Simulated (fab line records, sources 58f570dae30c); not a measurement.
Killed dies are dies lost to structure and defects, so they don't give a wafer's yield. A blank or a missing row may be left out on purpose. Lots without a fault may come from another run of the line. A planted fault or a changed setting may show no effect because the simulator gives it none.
Tool commonality check | flow berkeley_cmos170 | 16 lots, 48 wafers sampled

WHY IT WAS OPENED
At UCB170_GATE_THK_MEAS_05 the reading GATE_POLY_THK is flagged on 4 of 16 lots. Wafers without a fault read 215.4 nm, standard deviation 1.8.
Rule: a lot is flagged when every wafer of it that has a number lies more than 4 standard deviations from that mean, or none has a number. The other lots count as sound.

lot  | measured     | on            | GATE_POLY_THK (nm), wafer by wafer | flag
L374 | day 6 20:07  | film_metro-04 | 215.2 216.0 216.3                  |
L373 | day 6 20:08  | film_metro-02 | 214.3 215.9 216.0                  |
L375 | day 7 07:35  | film_metro-02 | 216.4 218.0 215.8                  |
L379 | day 8 05:50  | film_metro-02 | 211.7 212.3 212.0                  |
L378 | day 8 05:55  | film_metro-04 | 213.9 212.1 213.5                  |
L382 | day 8 17:23  | film_metro-04 | 215.8 220.2 217.6                  |
L381 | day 8 17:23  | film_metro-01 | 216.4 216.1 216.2                  |
L386 | day 10 02:41 | film_metro-02 | 188.0 186.9 183.6                  | FLAGGED
L388 | day 10 02:41 | film_metro-04 | 187.0 188.7 189.3                  | FLAGGED
L387 | day 10 02:42 | film_metro-01 | 186.0 184.0 188.5                  | FLAGGED
L385 | day 10 02:45 | film_metro-02 | 190.0 188.0 189.3                  | FLAGGED
L392 | day 10 21:05 | film_metro-04 | 217.1 216.0 217.9                  |
L393 | day 11 07:34 | film_metro-02 | 215.2 213.7 215.5                  |
L391 | day 11 07:38 | film_metro-02 | 215.8 215.5 216.5                  |
L395 | day 11 23:26 | film_metro-01 | 219.6 218.8 218.4                  |
L396 | day 11 23:26 | film_metro-02 | 217.0 218.3 217.1                  |
The numbers of the flagged lots are 187.4 nm on average: -28.0 nm against the usual, or -16 standard deviations.

WHICH TOOL RAN EACH LOT
The record holds 1 process step before the reading, out of a route of 331 steps. In each cell: the tool, then ch and the chambers that the sampled wafers went through, then the start.
lot  | flag    | UCB170_GATE_CVD_04
L374 |         | lpcvd-02 ch 1, day 6 18:43
L373 |         | lpcvd-02 ch 0, day 6 18:43
L375 |         | lpcvd-02 ch 1, day 7 06:11
L379 |         | lpcvd-01 ch 1, day 8 04:26
L378 |         | lpcvd-01 ch 1, day 8 04:26
L382 |         | lpcvd-02 ch 0, day 8 15:58
L381 |         | lpcvd-02 ch 1, day 8 15:58
L386 | FLAGGED | lpcvd-01 ch 0, day 10 01:17
L388 | FLAGGED | lpcvd-01 ch 1, day 10 01:17
L387 | FLAGGED | lpcvd-01 ch 0, day 10 01:17
L385 | FLAGGED | lpcvd-01 ch 1, day 10 01:17
L392 |         | lpcvd-02 ch 0, day 10 19:40
L393 |         | lpcvd-02 ch 1, day 11 06:10
L391 |         | lpcvd-02 ch 0, day 11 06:10
L395 |         | lpcvd-02 ch 1, day 11 22:02
L396 |         | lpcvd-02 ch 1, day 11 22:02
What these steps do:
- UCB170_GATE_CVD_04: deposits poly-Si from SiH4, time 1440 s, target thk 214 nm.
- UCB170_GATE_THK_MEAS_05

FLAGGED OVER TOTAL, TOOL BY TOOL (the gauges that took the reading come last)
step                    | tool          | lots run | flagged | share of the flagged lots | sound lots run after its first flagged lot
UCB170_GATE_CVD_04      | lpcvd-01      | 6        | 4       | all                       | 0
UCB170_GATE_CVD_04      | lpcvd-02      | 10       | 0       | none                      | -
UCB170_GATE_THK_MEAS_05 | film_metro-01 | 3        | 1       | some                      | 1 (L395)
UCB170_GATE_THK_MEAS_05 | film_metro-02 | 8        | 2       | some                      | 3 (L393,L391,L396)
UCB170_GATE_THK_MEAS_05 | film_metro-04 | 5        | 1       | some                      | 1 (L392)

WHAT THE TABLE ALLOWS
1 row of the table ran every flagged lot: lpcvd-01 at UCB170_GATE_CVD_04.
- lpcvd-01 at UCB170_GATE_CVD_04: 4 of its 6 lots flagged. Its last sound lot is L378 (day 8 04:26), its first flagged lot L385 (day 10 01:17): a fault that began between those two fits.
One tool is left: lpcvd-01 at UCB170_GATE_CVD_04.

WHAT THE SIMULATOR HAD PUT IN
Process parameter drift: lpcvd-01, from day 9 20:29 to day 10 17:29, at UCB170_GATE_CVD_04. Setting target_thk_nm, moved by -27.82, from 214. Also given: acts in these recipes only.
Lots struck among those shown: L386, L388, L387, L385. The rule above found the same.
